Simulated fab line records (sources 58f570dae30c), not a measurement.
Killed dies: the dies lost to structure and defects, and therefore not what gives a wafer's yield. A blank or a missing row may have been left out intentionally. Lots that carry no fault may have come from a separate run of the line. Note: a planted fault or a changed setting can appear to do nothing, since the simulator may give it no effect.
fab line records + flow berkeleyCmos170
[record]
- lots = 6
- wafers = 18
- lastDay = 9
route steps=331 shown PWELL@34
lots that met no fault: taken from a fault-free run of the same line
startH: the number of hours between the record's first day and the start of the first shown wafer of the lot + waitH: time in hours since the lot's previous step + " unchanged from the row above + L1.1+2: a row that stands for several wafers + - no value, or no start given + * or withheld: withheld + < > ~ a bound
route shown NAME@n: a module of which the file shows steps, and the number in the route of the first + usual: mean and standard deviation over wafers with no fault + same: alike in all rows + chamber/n: place in a boat + sites: each site's reading + _std_site: how widely they spread, as a standard deviation + _edge_site: inner sites' mean taken away from outer sites' mean + radiusMm: how far each site lies from the wafer's centre + mask NAME#n: copy n + behind: the tool/chamber that last shaped the wafer + hold: cause of the lot's hold/its duration in hours/its outcome + device: transistor that didn't switch, given as n, p or np + end of line: the tests these same wafers got at the end of their route + a step with no rows: only its recipe + killed: dies that structure and defects cost at the first sort, which is not the same as the wafer's yield + map: dies across one wafer; x = killed, . = not, _ = none there
set.NAME: the setting as run; set.NAME@STEP: as run at that earlier step + model.NAME: the simulator's own value behind a step, which no gauge read
lots seen at some steps along the route; tables by step, rows by wafer
[[steps]]
[step UCB170_PWELL_CLEAN_00]
[recipe]
- chemistry = SPM
- tempC = 120
- timeS = 600
[step UCB170_PWELL_CLEAN_01]
[recipe]
- chemistry = dHF
- dilution = 25:1
- timeS = 60
[step UCB170_PWELL_OXIDATION_02]
[recipe]
- tempC = 1000
- ambient = O2
- targetThkA = 264
- oxTimeS = 1260
[step UCB170_PWELL_THK_MEAS_03]
[recipe]
- reads = SiO2_of_PWELL_OXIDATION_02
[usual]
- PWELL_OXIDE_THK = 26.4/0.43
| lot.wafer | tool         | chamber | startH | waitH | PWELL_OXIDE_THK[nm] |
|-----------|--------------|---------|--------|-------|---------------------|
| L994.1    | filmMetro-03 | -       | 40.29  | 0.0   | 26.4                |
| L994.5    | "            | -       | "      | "     | 26.6                |
| L994.6    | "            | -       | "      | "     | 27.0                |
| L996.1    | filmMetro-03 | -       | 53.12  | 0.0   | 26.7                |
| L996.3    | "            | -       | "      | "     | 26.1                |
| L996.4    | "            | -       | "      | "     | 26.4                |
| L997.1    | filmMetro-03 | -       | 57.07  | 0.0   | 26.6                |
| L997.5    | "            | -       | "      | "     | 26.4                |
| L997.6    | "            | -       | "      | "     | 26.7                |
| L105.2    | filmMetro-04 | -       | 93.84  | 0.0   | 26.3                |
| L105.3    | "            | -       | "      | "     | 26.4                |
| L105.6    | "            | -       | "      | "     | 26.4                |
| L116.3    | filmMetro-04 | -       | 149.50 | 0.0   | 26.4                |
| L116.4    | "            | -       | "      | "     | 26.4                |
| L116.5    | "            | -       | "      | "     | 26.2                |
| L117.1    | filmMetro-02 | -       | 156.44 | 0.0   | 25.7                |
| L117.3    | "            | -       | "      | "     | 26.0                |
| L117.4    | "            | -       | "      | "     | 26.1                |
[step UCB170_PWELL_ANNEAL_04]
[recipe]
- tempC = 1000
- timeS = 900
- ambient = N2
[step UCB170_PWELL_CVD_05]
[recipe]
- material = Si3N4
- targetThkNm = 220
- tempC = 800
- precursor = SiH2Cl2/NH3
- timeS = 3300
- pressureMtorr = 200
- sih2cl2FlowSccm = 26.01
- nh3FlowSccm = 75
[step UCB170_PWELL_THK_MEAS_06]
[recipe]
- reads = Si3N4_of_PWELL_CVD_05
[usual]
- PWELL_NITRIDE_THK = 222.3/2.1
| lot.wafer | tool         | chamber | startH | waitH | PWELL_NITRIDE_THK[nm] |
|-----------|--------------|---------|--------|-------|-----------------------|
| L994.1    | filmMetro-04 | -       | 47.12  | 0.0   | 222.3                 |
| L994.5    | "            | -       | "      | "     | 222.1                 |
| L994.6    | "            | -       | "      | "     | 222.5                 |
| L996.1    | filmMetro-02 | -       | 58.45  | 0.0   | 217.9                 |
| L996.3    | "            | -       | "      | "     | 219.6                 |
| L996.4    | "            | -       | "      | "     | 219.4                 |
| L997.1    | filmMetro-03 | -       | 65.13  | 0.0   | 225.6                 |
| L997.5    | "            | -       | "      | "     | 224.5                 |
| L997.6    | "            | -       | "      | "     | 224.1                 |
| L105.2    | filmMetro-03 | -       | 101.36 | 0.0   | 220.7                 |
| L105.3    | "            | -       | "      | "     | 221.8                 |
| L105.6    | "            | -       | "      | "     | 221.1                 |
| L116.3    | filmMetro-04 | -       | 153.97 | 0.0   | 222.6                 |
| L116.4    | "            | -       | "      | "     | 223.1                 |
| L116.5    | "            | -       | "      | "     | 222.3                 |
| L117.1    | filmMetro-04 | -       | 164.33 | 0.0   | 221.4                 |
| L117.3    | "            | -       | "      | "     | 221.0                 |
| L117.4    | "            | -       | "      | "     | 221.1                 |
[step UCB170_PWELL_HMDS_07]
[recipe]
- primeTimeS = 60
- primeTempC = 100
[step UCB170_PWELL_COAT_08]
[recipe]
- resist = KrF
- spinRpm = 1500
- resistThkNm = 900
[step UCB170_PWELL_SOFTBAKE_09]
[recipe]
- resist = KrF
- tempC = 130
- timeS = 60
[step UCB170_PWELL_EXPOSE_10]
[recipe]
- maskId = PWELL
- targetCdNm = 3000
- na = 0.5
- sigmaOuter = 0.6
- sourceShape = conventional
- doseMj = 19
[step UCB170_PWELL_PEB_11]
[recipe]
- pebTempC = 130
- pebTimeS = withheld
- resist = KrF
[step UCB170_PWELL_DEVELOP_12]
[recipe]
- developer = TMAH
- developTimeS = 45
- resist = KrF
- devTempC = 21
[usual]
- chillPlateTempC = 23.02/0.11
- developTimeS = 45/0
| lot.wafer | tool          | chamber | startH | waitH | chillPlateTempC | developTimeS | model.KrF_of_PWELL_COAT_08.thkNm |
|-----------|---------------|---------|--------|-------|-----------------|--------------|----------------------------------|
| L994.1    | lithoTrack-03 | 0       | 48     | -     | 22.96           | 45           | 888.2                            |
| L994.5    | "             | 0       | "      | "     | 22.94           | 45           | 887.8                            |
| L994.6    | "             | 0       | "      | "     | 22.90           | 45           | 887.4                            |
| L996.1    | lithoTrack-03 | 0       | 59     | -     | 23.18           | 45           | 883                              |
| L996.3    | "             | 0       | "      | "     | 23.04           | 45           | 883.7                            |
| L996.4    | "             | 0       | "      | "     | 22.96           | 45           | 885.1                            |
| L997.1    | lithoTrack-02 | 0       | 66     | -     | 23.08           | 45           | 886.4                            |
| L997.5    | "             | 0       | "      | "     | 22.99           | 45           | 886                              |
| L997.6    | "             | 0       | "      | "     | 22.82           | 45           | 887.9                            |
| L105.2    | lithoTrack-02 | 0       | 103    | -     | 23.00           | 45           | 886.5                            |
| L105.3    | "             | 0       | "      | "     | 23.02           | 45           | 885.3                            |
| L105.6    | "             | 0       | "      | "     | 23.12           | 45           | 884                              |
| L116.3    | lithoTrack-03 | -       | 155    | -     | -               | -            | 898                              |
| L116.4    | "             | -       | "      | "     | -               | -            | 896.2                            |
| L116.5    | "             | -       | "      | "     | -               | -            | 898.7                            |
| L117.1    | lithoTrack-03 | -       | 165    | -     | -               | -            | 898.8                            |
| L117.3    | "             | -       | "      | "     | -               | -            | 898.3                            |
| L117.4    | "             | -       | "      | "     | -               | -            | 897.2                            |
[step UCB170_PWELL_OVL_MEAS_13]
[usual]
- PWELL_OVL = 2/4.8
| lot.wafer | tool       | chamber | startH | waitH | PWELL_OVL[nm] |
|-----------|------------|---------|--------|-------|---------------|
| L994.1    | overlay-01 | -       | 48.45  | -     | -4            |
| L994.5    | "          | -       | "      | "     | -6            |
| L994.6    | "          | -       | "      | "     | -4            |
| L996.1    | overlay-02 | -       | 59.35  | -     | -2            |
| L996.3    | "          | -       | "      | "     | 3             |
| L996.4    | "          | -       | "      | "     | 4             |
| L997.1    | overlay-02 | -       | 66.37  | -     | 5             |
| L997.5    | "          | -       | "      | "     | 3             |
| L997.6    | "          | -       | "      | "     | 4             |
| L105.2    | overlay-02 | -       | 103.35 | -     | 3             |
| L105.3    | "          | -       | "      | "     | 2             |
| L105.6    | "          | -       | "      | "     | 4             |
| L116.3    | overlay-02 | -       | 155.48 | -     | -             |
| L116.4    | "          | -       | "      | "     | -             |
| L116.5    | "          | -       | "      | "     | -             |
| L117.1    | overlay-01 | -       | 165.36 | -     | -             |
| L117.3    | "          | -       | "      | "     | -             |
| L117.4    | "          | -       | "      | "     | -             |
[[key]]
[firstSign]
- step = UCB170_PWELL_DEVELOP_12
- reading = toolRecord
- direction = missing
effect none on later readings
[modelEffect]
- step = UCB170_PWELL_DEVELOP_12
- value = KrF_of_PWELL_COAT_08.thkNm
- without = 883.7
- struck = 897.9
metAt UCB170_PWELL_DEVELOP_12
struckWafers L116.3,L116.4,L116.5,L117.1,L117.3,L117.4
laterRowsLeftOut L116.3,L116.4,L116.5,L117.1,L117.3,L117.4
sortLeftOut L116.3,L116.4,L116.5,L117.1,L117.3,L117.4
testerLeftOut L116,L117
[fault]
- kind = skippedStepWhole
- tool = lithoTrack-03
- chamber = -
- onsetH = 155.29
- steps = UCB170_PWELL_DEVELOP_12
- scope = struckLotsOnly
// testerLeftOut: of these lots the tester's yield and bins aren't shown, on N5 and GAA mostly nor the transistor test; their killed dies are dies lost to structure and defects alone, not to doping, threshold or leakage, so they don't give the yield
// sortLeftOut: the simulated sort isn't trusted on such a fault, so these wafers' sort isn't shown, and their yield isn't known
// laterRowsLeftOut: the simulator's readings of these wafers behind a module that went badly wrong aren't trusted and aren't shown, but for the sort
